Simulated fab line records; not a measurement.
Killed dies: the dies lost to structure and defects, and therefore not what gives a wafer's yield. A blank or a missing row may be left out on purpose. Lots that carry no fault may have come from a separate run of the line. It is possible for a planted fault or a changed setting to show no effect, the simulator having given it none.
fab line records    flow rit-cmos
[record] lots = 6  wafers = 18  last-day = 7
route steps=202 shown PRETRO@66 GATE@75 FOX2@80 REOX@98 NLDD@103 M1@202
lots untouched by any fault: they come from a run of this same line in which no faults occurred
start-h: hours from the record's first day to the start of the lot's first wafer shown    wait-h: hours elapsed since this lot's preceding step    " the same as in the row above    L1.1+2: several wafers, shown together as one row    - no value, or no start given    * or withheld: withheld    < > ~ a bound
route shown NAME@n: names a module that has steps shown in the file, with the first one's number in the route    usual: mean/standard deviation of fault-free wafers    same: alike in all rows    chamber/n: place in a boat    sites: the reading at each site    _std_site: the values' standard deviation    _edge_site: inner sites' mean taken away from outer sites' mean    radius-mm: for every site, how far away it sits from the centre of the wafer    mask NAME#n: copy n    behind: the tool/chamber that last shaped the wafer    hold: why the lot was held/for how many hours/how that ended    device: which transistor (n, p or np) failed to switch    end of line: at the end of the route, the tests of the same wafers    a step without rows: its recipe alone    killed: not the wafer's yield, but the dies lost to structure and defects at the first sort    map: per-die view of a wafer (x killed, . not killed, _ where there is no die)
set.NAME: the setting the step ran with; set.NAME@STEP: the setting that earlier step ran with    model.NAME: the simulator's own value behind a step, which no gauge read
a table for each step, a row for each wafer; lots at some steps of the route
services: from which hour (start-h, from the record's first day; less than 0 if before it) a tool's chamber was out of use, for how many hours, and why
[[steps]]
[step RIT_PRETRO_SOFTBAKE_02]
[recipe] resist = NOVOLAK  temp-c = 90  time-s = 60
[step RIT_PRETRO_EXPOSE_03]
[recipe] mask-id = M5  na = 0.57  target-cd-nm = 43700  dose-mj = 250
[step RIT_PRETRO_PEB_04]
[recipe] resist = NOVOLAK  temp-c = withheld  time-s = withheld
[step RIT_PRETRO_DEVELOP_05]
[recipe] resist = NOVOLAK  develop-time-s = 68  dev-temp-c = 23
[step RIT_PRETRO_OVL_MEAS_06]
[usual] PRETRO_OVL = 0.1/1.6
lot.wafer  tool        chamber  start-h  wait-h  PRETRO_OVL[nm]
L689.1     overlay-01  -        37.54    -       2.0
L689.3     "           -        "        "       1.2
L689.5     "           -        "        "       1.4
L690.3     overlay-02  -        46.46    -       1.6
L690.5     "           -        "        "       1.2
L690.6     "           -        "        "       1.1
L701.2     overlay-02  -        95.38    -       -1.7
L701.4     "           -        "        "       -2.8
L701.5     "           -        "        "       -1.8
L702.1     overlay-01  -        101.76   -       4.2
L702.3     "           -        "        "       3.6
L702.6     "           -        "        "       4.1
L709.2     overlay-02  -        136.01   -       0.2
L709.3     "           -        "        "       -0.8
L709.5     "           -        "        "       0.9
L710.1     overlay-02  -        141.75   -       0.3
L710.4     "           -        "        "       0.6
L710.5     "           -        "        "       1.1
[step RIT_PRETRO_HARDBAKE_07]
[recipe] resist = NOVOLAK  temp-c = 140  time-s = 120
[step RIT_PRETRO_IMPLANT_08]
[recipe] species = B  energy-kev = 45  dose-cm2 = 1.2e+13  tilt-deg = 7
[step RIT_PRETRO_STRIP_09]
[recipe] chemistry = O2  time-s = 180  resist = NOVOLAK  platen-temp-c = withheld  power-w = 500  pressure-mtorr = 4000  o2-flow-sccm = 4000
[usual] chamber-pressure-mTorr = 4000/4.3  drypump-motor-current-A = 5.4/0.42  o2-flow-sccm = 4000/11
[same] time-s = 180
lot.wafer  tool             chamber  start-h  wait-h  chamber-pressure-mTorr  drypump-motor-current-A  o2-flow-sccm  rf-hours-counter-h
L689.1     plasma-asher-04  1        37.97    0.1     3994                    5.6                      4001          25
L689.3     "                1        "        "       3995                    5.5                      3983          -
L689.5     "                0        "        "       3999                    4.9                      3999          -
L690.3     plasma-asher-04  1        47.12    0.1     4001                    5.5                      3985          -
L690.5     "                1        "        "       4000                    5.5                      3997          -
L690.6     "                0        "        "       3999                    4.9                      3994          -
L701.2     plasma-asher-04  1        95.81    0.1     4000                    5.6                      4012          30
L701.4     "                0        "        "       4006                    4.9                      3995          -
L701.5     "                0        "        "       3999                    4.9                      3984          -
L702.1     plasma-asher-04  1        102.20   0.1     3993                    5.6                      4011          31
L702.3     "                1        "        "       3996                    5.6                      4012          -
L702.6     "                1        "        "       3997                    5.5                      4007          -
L709.2     plasma-asher-02  0        136.44   0.1     3999                    5.3                      4031          2
L709.3     "                0        "        "       3999                    5.3                      4011          -
L709.5     "                0        "        "       4001                    5.3                      4012          -
L710.1     plasma-asher-04  1        142.28   0.1     4003                    5.5                      3998          36
L710.4     "                0        "        "       4002                    4.9                      3993          -
L710.5     "                1        "        "       4001                    5.6                      4002          -
[step RIT_PRETRO_TW_MEAS_10]
[usual] PRETRO_TW = 478/6.7
lot.wafer  tool           chamber  start-h  wait-h  PRETRO_TW
L689.1     film-metro-01  -        38.15    0.1     482
L689.3     "              -        "        "       483
L689.5     "              -        "        "       486
L690.3     film-metro-01  -        47.26    0.1     481
L690.5     "              -        "        "       483
L690.6     "              -        "        "       483
L701.2     film-metro-03  -        95.99    0.1     472
L701.4     "              -        "        "       471
L701.5     "              -        "        "       468
L702.1     film-metro-01  -        102.37   0.1     481
L702.3     "              -        "        "       480
L702.6     "              -        "        "       480
L709.2     film-metro-02  -        136.63   0.1     486
L709.3     "              -        "        "       487
L709.5     "              -        "        "       485
L710.1     film-metro-01  -        142.46   0.1     482
L710.4     "              -        "        "       482
L710.5     "              -        "        "       483
[step RIT_GATE_WET_ETCH_00]
[recipe] chemistry = BOE  target = SiO2  target-depth-nm = 56  time-s = 60  dry = n2-spin  dilution = 10:1  temp-c = 21.5
[step RIT_GATE_CLEAN_01]
[recipe] chemistry = SC1  mix = 3:3:50  time-s = 600  temp-c = 75
[step RIT_GATE_CLEAN_02]
[recipe] chemistry = dHF  dilution = 50:1  time-s = 30.96
[step RIT_GATE_CLEAN_03]
[recipe] chemistry = SC2  mix = 3:3:50  time-s = 600  temp-c = 75  dry = n2-spin
[same] time-s = 600
lot.wafer   tool          chamber  start-h  wait-h
L689.1+3+5  wet-bench-02  0        38.60    0.0
L690.3+5+6  wet-bench-03  2        47.54    0.0
L701.2+4+5  wet-bench-03  0        96.29    0.0
L702.1+3+6  wet-bench-03  0        102.65   0.0
L709.2+3+5  wet-bench-02  1        136.90   0.0
L710.1+4+5  wet-bench-01  2        142.73   0.0
[step RIT_GATE_CLEAN_04]
[recipe] chemistry = dHF  dilution = 50:1  time-s = 60  dry = n2-spin
[step RIT_FOX2_THK_MEAS_91]
[recipe] reads = SiO2_of_FOX2_OXIDATION_00
[usual] FIELD_OXIDE_LEFT_2_THK = 257/7.2
lot.wafer  tool           chamber  start-h  wait-h  FIELD_OXIDE_LEFT_2_THK[nm]
L689.1     film-metro-03  -        38.98    0.0     269
L689.3     "              -        "        "       268
L689.5     "              -        "        "       267
L690.3     film-metro-04  -        47.77    0.0     265
L690.5     "              -        "        "       260
L690.6     "              -        "        "       254
L701.2     film-metro-03  -        96.51    0.0     253
L701.4     "              -        "        "       253
L701.5     "              -        "        "       250
L702.1     film-metro-04  -        102.85   0.0     266
L702.3     "              -        "        "       256
L702.6     "              -        "        "       261
L709.2     film-metro-01  -        137.11   0.0     274
L709.3     "              -        "        "       271
L709.5     "              -        "        "       270
L710.1     film-metro-01  -        142.93   0.0     252
L710.4     "              -        "        "       249
L710.5     "              -        "        "       245
[step RIT_GATE_OXIDATION_05]
[recipe] temp-c = 900  ambient = O2  target-thk-a = 30  ox-time-s = 270
[step RIT_GATE_ANNEAL_06]
[recipe] temp-c = 900  time-s = 600  ambient = N2O
[step RIT_GATE_THK_MEAS_07]
[recipe] reads = SiO2_of_GATE_OXIDATION_05
[usual] GATE_OXIDE_THK = 3.03/0.066
lot.wafer  tool           chamber  start-h  wait-h  GATE_OXIDE_THK[nm]
L689.1     film-metro-03  -        40.37    0.0     3.09
L689.3     "              -        "        "       3.03
L689.5     "              -        "        "       2.95
L690.3     film-metro-01  -        49.16    0.0     3.04
L690.5     "              -        "        "       3.08
L690.6     "              -        "        "       3.12
L701.2     film-metro-04  -        98.39    0.0     3.03
L701.4     "              -        "        "       2.99
L701.5     "              -        "        "       2.95
L702.1     film-metro-01  -        104.24   0.0     2.96
L702.3     "              -        "        "       2.96
L702.6     "              -        "        "       3.05
L709.2     film-metro-01  -        138.50   0.0     3.08
L709.3     "              -        "        "       2.97
L709.5     "              -        "        "       3.04
L710.1     film-metro-01  -        145.05   0.0     2.97
L710.4     "              -        "        "       3.05
L710.5     "              -        "        "       2.90
[step RIT_GATE_CVD_08]
[recipe] material = poly-Si  target-thk-nm = 250  temp-c = 610  precursor = SiH4  time-s = 2220  pressure-mtorr = 300  sih4-flow-sccm = 100
[step RIT_GATE_THK_MEAS_09]
[recipe] reads = poly-Si_of_GATE_CVD_08
[usual] GATE_POLY_THK = 249.8/1.9
lot.wafer  tool           chamber  start-h  wait-h  GATE_POLY_THK[nm]
L689.1     film-metro-03  -        42.05    0.0     250.3
L689.3     "              -        "        "       252.1
L689.5     "              -        "        "       249.2
L690.3     film-metro-03  -        50.83    0.0     247.5
L690.5     "              -        "        "       249.6
L690.6     "              -        "        "       248.4
L701.2     film-metro-01  -        100.08   0.0     245.8
L701.4     "              -        "        "       249.8
L701.5     "              -        "        "       246.3
L702.1     film-metro-01  -        105.91   0.0     248.3
L702.3     "              -        "        "       248.9
L702.6     "              -        "        "       249.2
L709.2     film-metro-03  -        140.98   0.0     251.6
L709.3     "              -        "        "       251.2
L709.5     "              -        "        "       249.7
L710.1     film-metro-03  -        146.72   0.0     249.3
L710.4     "              -        "        "       248.6
L710.5     "              -        "        "       251.0
[step RIT_GATE_HMDS_10]
[recipe] prime-time-s = 60  prime-temp-c = 140
[step RIT_GATE_COAT_11]
[recipe] resist = NOVOLAK  spin-rpm = 4250  resist-thk-nm = 850
[step RIT_GATE_SOFTBAKE_12]
[recipe] resist = NOVOLAK  temp-c = 90  time-s = 62
[usual] plate-sensor-t-centre-C = 90.968/0.0097  plate-sensor-t-edge-C = 91.021/0.01
[same] time-s = 62
lot.wafer  tool            chamber  start-h  wait-h  plate-sensor-t-centre-C  plate-sensor-t-edge-C
L689.1     litho-track-02  0        42.41    0.1     90.969                   91.026
L689.3     "               0        "        "       90.959                   91.022
L689.5     "               0        "        "       90.959                   91.037
L690.3     litho-track-02  0        51.22    0.1     90.981                   91.019
L690.5     "               0        "        "       90.959                   91.003
L690.6     "               0        "        "       90.969                   91.012
L701.2     litho-track-02  0        100.47   0.1     90.963                   91.035
L701.4     "               0        "        "       90.958                   91.028
L701.5     "               0        "        "       90.948                   91.020
L702.1     litho-track-03  0        106.28   0.1     90.967                   91.013
L702.3     "               0        "        "       90.975                   91.031
L702.6     "               0        "        "       90.984                   91.007
L709.2     litho-track-04  0        141.36   0.1     90.977                   91.032
L709.3     "               0        "        "       90.973                   91.026
L709.5     "               0        "        "       90.966                   91.035
L710.1     litho-track-03  0        147.08   0.1     90.980                   91.018
L710.4     "               0        "        "       90.968                   91.006
L710.5     "               0        "        "       90.970                   90.990
[step RIT_GATE_EXPOSE_13]
[recipe] mask-id = M6  na = 0.6  source-shape = conventional  sigma-outer = 0.6  target-cd-nm = 150  dose-mj = 380
[step RIT_GATE_PEB_14]
[recipe] resist = NOVOLAK  temp-c = withheld  time-s = withheld
[step RIT_GATE_DEVELOP_15]
[recipe] resist = NOVOLAK  develop-time-s = 50  dev-temp-c = 23
[step RIT_GATE_CD_MEAS_16]
[recipe] target-cd-nm = 150
[usual] cd-nm = 149.6/2.5
lot.wafer  tool       chamber  start-h  wait-h  cd-nm
L689.1     cd-sem-01  -        42.96    -       148.5
L689.3     "          -        "        "       150.0
L689.5     "          -        "        "       147.3
L690.3     cd-sem-02  -        51.89    -       151.3
L690.5     "          -        "        "       151.1
L690.6     "          -        "        "       147.9
L701.2     cd-sem-01  -        101.02   -       144.2
L701.4     "          -        "        "       145.6
L701.5     "          -        "        "       145.9
L702.1     cd-sem-02  -        106.86   -       156.1
L702.3     "          -        "        "       152.6
L702.6     "          -        "        "       153.6
L709.2     cd-sem-02  -        141.90   -       154.2
L709.3     "          -        "        "       154.1
L709.5     "          -        "        "       153.1
L710.1     cd-sem-02  -        147.77   -       147.7
L710.4     "          -        "        "       147.4
L710.5     "          -        "        "       144.3
[step RIT_GATE_OVL_MEAS_17]
[usual] GATE_OVL = 0.2/1.2
lot.wafer  tool        chamber  start-h  wait-h  GATE_OVL[nm]
L689.1     overlay-01  -        43.08    0.1     -0.3
L689.3     "           -        "        "       2.0
L689.5     "           -        "        "       1.7
L690.3     overlay-02  -        51.98    0.1     -0.4
L690.5     "           -        "        "       -0.4
L690.6     "           -        "        "       0.5
L701.2     overlay-02  -        101.12   0.1     0.4
L701.4     "           -        "        "       -0.9
L701.5     "           -        "        "       1.3
L702.1     overlay-02  -        106.98   0.1     1.3
L702.3     "           -        "        "       1.1
L702.6     "           -        "        "       0.0
L709.2     overlay-02  -        142.01   0.1     -1.6
L709.3     "           -        "        "       0.0
L709.5     "           -        "        "       -1.4
L710.1     overlay-01  -        147.89   0.1     0.4
L710.4     "           -        "        "       -0.4
L710.5     "           -        "        "       1.4
[step RIT_GATE_HARDBAKE_18]
[recipe] resist = NOVOLAK  temp-c = 140  time-s = 60
[step RIT_GATE_ETCH_19]
[recipe] chemistry = SF6/CHF3/O2  time-s = 165  SF6_flow_sccm = 30  CHF3_flow_sccm = 30  O2_flow_sccm = 5  target = poly-Si  pressure-mtorr = 40  rf-w = 160  target-depth-a = 3125  over-etch-frac = 0.25  stop-on = SiO2
[usual] chamber-pressure-mTorr = 40.00/0.04  drypump-motor-current-A = 5.9/0.37  oes-product-au = 0.858/0.0097  throttle-valve-pct = 10.25/0.15
[same] time-s = 165
lot.wafer  tool       chamber  start-h  wait-h  chamber-pressure-mTorr  drypump-motor-current-A  oes-product-au  rf-hours-counter-h  throttle-valve-pct
L689.1     rie-si-01  2        43.26    0.1     39.94                   6.0                      0.870           124                 10.00
L689.3     "          1        "        "       39.98                   5.2                      0.875           2                   10.26
L689.5     "          2        "        "       40.05                   6.0                      0.872           -                   10.02
L690.3     rie-si-02  1        52.16    0.1     40.04                   6.2                      0.862           93                  10.19
L690.5     "          1        "        "       40.07                   6.2                      0.850           -                   10.19
L690.6     "          0        "        "       39.96                   5.3                      0.838           -                   10.31
L701.2     rie-si-01  1        101.30   0.1     39.95                   5.1                      0.856           3                   10.27
L701.4     "          3        "        "       39.99                   6.0                      0.857           91                  10.20
L701.5     "          2        "        "       40.05                   6.0                      0.868           -                   10.00
L702.1     rie-si-02  1        107.18   0.1     39.98                   6.1                      0.858           94                  10.18
L702.3     "          3        "        "       39.98                   5.8                      0.852           6                   10.51
L702.6     "          1        "        "       40.00                   6.2                      0.856           -                   10.19
L709.2     rie-si-01  3        142.19   0.1     40.00                   6.0                      0.844           91                  10.21
L709.3     "          2        "        "       40.00                   6.0                      0.878           125                 10.00
L709.5     "          3        "        "       40.06                   6.0                      0.855           -                   10.20
L710.1     rie-si-02  3        148.08   0.1     40.09                   5.8                      0.855           6                   10.51
L710.4     "          2        "        "       40.04                   6.3                      0.857           2                   10.15
L710.5     "          2        "        "       39.95                   6.3                      0.854           -                   10.15
[step RIT_GATE_STRIP_20]
[recipe] chemistry = O2  time-s = 180  resist = NOVOLAK  platen-temp-c = withheld  power-w = 500  pressure-mtorr = 4000  o2-flow-sccm = 4000
[usual] chamber-pressure-mTorr = 4000/3.9  drypump-motor-current-A = 5.5/0.37  o2-flow-sccm = 3997/11
[same] time-s = 180
lot.wafer  tool             chamber  start-h  wait-h  chamber-pressure-mTorr  drypump-motor-current-A  o2-flow-sccm  rf-hours-counter-h
L689.1     plasma-asher-03  0        43.37    0.1     4007                    5.9                      4002          41
L689.3     "                1        "        "       3999                    5.4                      3993          -
L689.5     "                1        "        "       3999                    5.4                      3983          -
L690.3     plasma-asher-03  1        52.32    0.1     3999                    5.5                      3988          -
L690.5     "                0        "        "       3999                    5.8                      3998          -
L690.6     "                1        "        "       4000                    5.4                      3973          -
L701.2     plasma-asher-04  1        101.41   0.1     3998                    5.6                      3988          31
L701.4     "                0        "        "       3998                    4.9                      4004          -
L701.5     "                1        "        "       4002                    5.6                      3978          -
L702.1     plasma-asher-01  0        107.29   0.1     4002                    5.4                      4005          46
L702.3     "                0        "        "       4005                    5.4                      4003          -
L702.6     "                1        "        "       4004                    6.2                      4008          -
L709.2     plasma-asher-01  1        142.30   0.1     3995                    6.2                      3993          48
L709.3     "                1        "        "       4005                    6.2                      3994          -
L709.5     "                1        "        "       4005                    6.2                      3998          -
L710.1     plasma-asher-01  1        148.18   0.1     4004                    6.2                      4016          49
L710.4     "                0        "        "       4005                    5.4                      3999          -
L710.5     "                1        "        "       3998                    6.2                      4002          -
[step RIT_GATE_CD_MEAS_90]
[recipe] target-cd-nm = 150
[usual] cd-nm = 149.6/2.5
lot.wafer  tool       chamber  start-h  wait-h  cd-nm
L689.1     cd-sem-02  -        43.54    0.1     148.6
L689.3     "          -        "        "       149.8
L689.5     "          -        "        "       147.3
L690.3     cd-sem-01  -        52.48    0.1     151.1
L690.5     "          -        "        "       151.3
L690.6     "          -        "        "       148.0
L701.2     cd-sem-02  -        101.61   0.1     144.4
L701.4     "          -        "        "       145.4
L701.5     "          -        "        "       146.0
L702.1     cd-sem-02  -        107.47   0.1     155.8
L702.3     "          -        "        "       152.1
L702.6     "          -        "        "       153.4
L709.2     cd-sem-02  -        142.49   0.1     153.9
L709.3     "          -        "        "       153.8
L709.5     "          -        "        "       152.9
L710.1     cd-sem-02  -        148.36   0.1     147.6
L710.4     "          -        "        "       147.7
L710.5     "          -        "        "       144.6
[step RIT_REOX_CLEAN_00]
[recipe] chemistry = SC1  mix = 3:3:50  time-s = 600  temp-c = 75
[step RIT_REOX_CLEAN_01]
[recipe] chemistry = dHF  dilution = 50:1  time-s = 30
[step RIT_REOX_CLEAN_02]
[recipe] chemistry = SC2  mix = 3:3:50  time-s = 588.2  temp-c = 75  dry = n2-spin
[step RIT_REOX_OXIDATION_03]
[recipe] temp-c = 900  ambient = O2  target-thk-a = 252  ox-time-s = 5580
[step RIT_REOX_THK_MEAS_04]
[recipe] reads = SiO2_of_REOX_OXIDATION_03
[usual] REOX_OXIDE_THK = 25.2/0.58
lot.wafer  tool           chamber  start-h  wait-h  REOX_OXIDE_THK[nm]
L689.1     film-metro-02  -        46.60    0.0     24.6
L689.3     "              -        "        "       24.5
L689.5     "              -        "        "       24.2
L690.3     film-metro-01  -        55.50    0.0     25.4
L690.5     "              -        "        "       25.6
L690.6     "              -        "        "       25.2
L701.2     film-metro-02  -        104.63   0.0     24.3
L701.4     "              -        "        "       23.9
L701.5     "              -        "        "       23.9
L702.1     film-metro-02  -        110.53   0.0     24.6
L702.3     "              -        "        "       24.8
L702.6     "              -        "        "       24.5
L709.2     film-metro-02  -        145.52   0.0     23.9
L709.3     "              -        "        "       24.2
L709.5     "              -        "        "       24.4
L710.1     film-metro-02  -        151.40   0.0     25.6
L710.4     "              -        "        "       25.4
L710.5     "              -        "        "       25.8
[step RIT_NLDD_HMDS_00]
[recipe] prime-time-s = 60  prime-temp-c = 140
[step RIT_NLDD_COAT_01]
[recipe] resist = NOVOLAK  spin-rpm = 3250  resist-thk-nm = 1000
[step RIT_NLDD_SOFTBAKE_02]
[recipe] resist = NOVOLAK  temp-c = 90  time-s = 60
[step RIT_NLDD_EXPOSE_03]
[recipe] mask-id = M7  na = 0.57  target-cd-nm = 40700  dose-mj = 250
[step RIT_NLDD_PEB_04]
[recipe] resist = NOVOLAK  temp-c = withheld  time-s = withheld
[step RIT_M1_PROBE_99]
[usual] killed-at-front-end = 7.1/2.8  killed-dies = 7.2/2.8  killed-on-rim = 1.8/1.4  killed-open = 3.6/2.1  killed-short = 3.6/1.9
[same] gross-dies = 264  killed_at_M0_to_M3 = 0  killed_at_M4_up = 0  killed-at-back-side = 0  killed-at-contacts = 0  killed-at-other = 0
lot.wafer  tool       chamber  start-h  wait-h  hold                      killed-at-front-end  killed-dies  killed-on-rim  killed-open  killed-short
L689.1     prober-02  -        65.44    0.1     -                         8                    8            2              4            4
L689.3     prober-02  -        65.54    0.2     -                         7                    7            3              3            4
L689.5     prober-02  -        65.64    0.2     -                         8                    8            3              3            5
L690.3     prober-01  -        72.95    0.2     -                         6                    6            3              1            5
L690.5     prober-01  -        73.05    0.2     -                         4                    4            3              4            0
L690.6     prober-01  -        73.10    0.2     -                         10                   10           3              4            6
L701.2     prober-01  -        121.37   0.1     await-dispo/7.5h/release  43                   43           9              2            7
L701.4     prober-01  -        121.47   0.2     await-dispo/7.5h/release  40                   40           8              4            2
L701.5     prober-01  -        121.52   0.2     await-dispo/7.5h/release  41                   41           9              5            4
L702.1     prober-02  -        127.81   0.1     await-dispo/3.7h/release  37                   37           7              3            4
L702.3     prober-02  -        127.91   0.2     await-dispo/3.7h/release  45                   45           6              9            6
L702.6     prober-02  -        128.06   0.2     await-dispo/3.7h/release  35                   35           7              7            1
L709.2     prober-01  -        161.93   0.1     -                         11                   11           4              7            4
L709.3     prober-01  -        161.98   0.2     -                         5                    5            0              2            3
L709.5     prober-01  -        162.08   0.2     -                         4                    4            0              3            1
L710.1     prober-02  -        167.91   0.1     -                         7                    7            3              4            3
L710.4     prober-02  -        168.06   0.2     -                         7                    7            2              1            6
L710.5     prober-02  -        168.11   0.2     -                         9                    9            0              5            4
// killed by level:class
L689.1 SPACER:geometric-particle:short=2 FOX1:geometric-particle:short=1 FOX1:geometric-particle:open=1 REOX:geometric-particle:open=1 SPACER:geometric-particle:open=1 SILICIDE:geometric-particle:short=1 SILICIDE:geometric-particle:open=1
L689.3 FOX1:geometric-particle:short=2 FOX1:geometric-particle:open=1 GATE:geometric-particle:short=1 REOX:geometric-particle:open=1 REOX:geometric-particle:short=1 SPACER:geometric-particle:open=1
L689.5 FOX1:geometric-particle:short=2 FOX1:geometric-particle:open=1 GATE:geometric-particle:short=1 GATE:geometric-particle:open=1 REOX:geometric-particle:short=1 REOX:geometric-particle:open=1 SILICIDE:geometric-particle:short=1
L690.3 FOX1:geometric-particle:short=2 GATE:geometric-particle:short=2 FOX1:geometric-particle:open=1 REOX:geometric-particle:short=1
L690.5 FOX1:geometric-particle:open=2 GATE:geometric-particle:open=1 SPACER:geometric-particle:open=1
L690.6 GATE:geometric-particle:open=3 REOX:geometric-particle:short=2 SILICIDE:geometric-particle:short=2 GATE:geometric-particle:short=1 REOX:geometric-particle:open=1 SPACER:geometric-particle:short=1
L701.2 GATE:unspecified=34 GATE:geometric-particle:short=3 FOX2:geometric-particle:short=2 GATE:geometric-particle:open=1 REOX:geometric-particle:open=1 REOX:geometric-particle:short=1 SPACER:geometric-particle:short=1
L701.4 GATE:unspecified=34 FOX1:geometric-particle:short=1 GATE:geometric-particle:open=1 REOX:geometric-particle:open=1 REOX:geometric-particle:short=1 SPACER:geometric-particle:open=1 SILICIDE:geometric-particle:open=1
L701.5 GATE:unspecified=32 SPACER:geometric-particle:open=3 GATE:geometric-particle:open=2 SPACER:geometric-particle:short=2 FOX1:geometric-particle:short=1 GATE:geometric-particle:short=1
L702.1 GATE:unspecified=30 REOX:geometric-particle:short=3 GATE:geometric-particle:open=2 GATE:geometric-particle:short=1 SILICIDE:geometric-particle:open=1
L702.3 GATE:unspecified=30 GATE:geometric-particle:open=5 FOX1:geometric-particle:open=3 FOX1:geometric-particle:short=2 SILICIDE:geometric-particle:short=2 GATE:geometric-particle:short=1 REOX:geometric-particle:short=1 SILICIDE:geometric-particle:open=1
L702.6 GATE:unspecified=27 GATE:geometric-particle:open=4 REOX:geometric-particle:open=2 FOX1:geometric-particle:open=1 GATE:geometric-particle:short=1
L709.2 GATE:geometric-particle:open=4 GATE:geometric-particle:short=3 FOX1:geometric-particle:open=2 REOX:geometric-particle:open=1 SILICIDE:geometric-particle:short=1
L709.3 GATE:geometric-particle:open=2 GATE:geometric-particle:short=1 SPACER:geometric-particle:short=1 SILICIDE:geometric-particle:short=1
L709.5 FOX1:geometric-particle:short=1 REOX:geometric-particle:open=1 SPACER:geometric-particle:open=1 SILICIDE:geometric-particle:open=1
L710.1 REOX:geometric-particle:open=2 FOX1:geometric-particle:open=1 FOX1:geometric-particle:short=1 GATE:geometric-particle:open=1 GATE:geometric-particle:short=1 SPACER:geometric-particle:short=1
L710.4 FOX2:geometric-particle:short=2 GATE:geometric-particle:short=2 FOX1:geometric-particle:short=1 GATE:geometric-particle:open=1 SPACER:geometric-particle:short=1
L710.5 REOX:geometric-particle:open=3 FOX2:geometric-particle:short=2 FOX1:geometric-particle:open=1 GATE:geometric-particle:short=1 REOX:geometric-particle:short=1 SPACER:geometric-particle:open=1
// map L701.2 (x killed, . not)
________......._______
_____.............____
____...............___
___.................__
__..x................_
__..................x_
_.....................
_...x.................
_........x............
_.....................
__.x...........xx...._
__...x...xxxxxx......_
___......xxxxxxxx...__
____....xxxxxxxx...___
_____....xxxxxxxx.____
________..xxxxx_______
// map L702.3 (x killed, . not)
________......._______
_____.............____
____..........x....___
___.......x.........__
__.......x....x......_
__..................._
_..............x.x....
_...................x.
_...x........x........
_..........x.......x..
__.........x.......x._
__......xxxxxx......._
___......xxxxxxxx...__
____.....xxxxxxx...___
_____....xxxxxx...____
________..xxxxx_______
[[services]]
tool             chamber  start-h  hours  kind
plasma-asher-01  -        26.35    2.8    pm
plasma-asher-04  -        38.69    1.9    repair
rie-si-02        3        43.44    9.9    repair
plasma-asher-04  -        55.52    12.9   repair
plasma-asher-01  -        61.46    1.8    repair
plasma-asher-03  -        96.68    6.2    repair
rie-si-01        3        105.46   6.6    repair
plasma-asher-02  -        108.75   9.0    pm
plasma-asher-02  0        108.75   9.0    vent-cycle
plasma-asher-02  1        108.75   9.0    vent-cycle
rie-si-02        -        112.90   0.1    repair
plasma-asher-02  0        117.75   -      clean
plasma-asher-02  1        117.75   -      clean
plasma-asher-01  -        128.92   8.7    repair
plasma-asher-03  -        147.66   7.8    repair
[[key]]
[first-sign] step = RIT_M1_PROBE_99  reading = killed-at-front-end  direction = up  sigmas = 12  usual = 7.1  struck = 40.2
[effect] step = RIT_M1_PROBE_99  reading = killed-dies  direction = up  sigmas = 12  usual = 7.2  struck = 40.2
met-at RIT_GATE_CLEAN_03
struck-wafers L701.2,L701.4,L701.5,L702.1,L702.3,L702.6
tester-left-out L701,L702
[fault] kind = chamber-particle-source  tool = wet-bench-03  chamber = 0  onset-h = 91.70  steps = RIT_GATE_CLEAN_03  rate-per-visit-cm2 = 0.88658  end-h = 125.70
// tester-left-out: of these lots the tester's yield and bins aren't shown, on N5 and GAA mostly nor the transistor test; their killed dies are dies lost to structure and defects alone, not to doping, threshold or leakage, so they don't give the yield
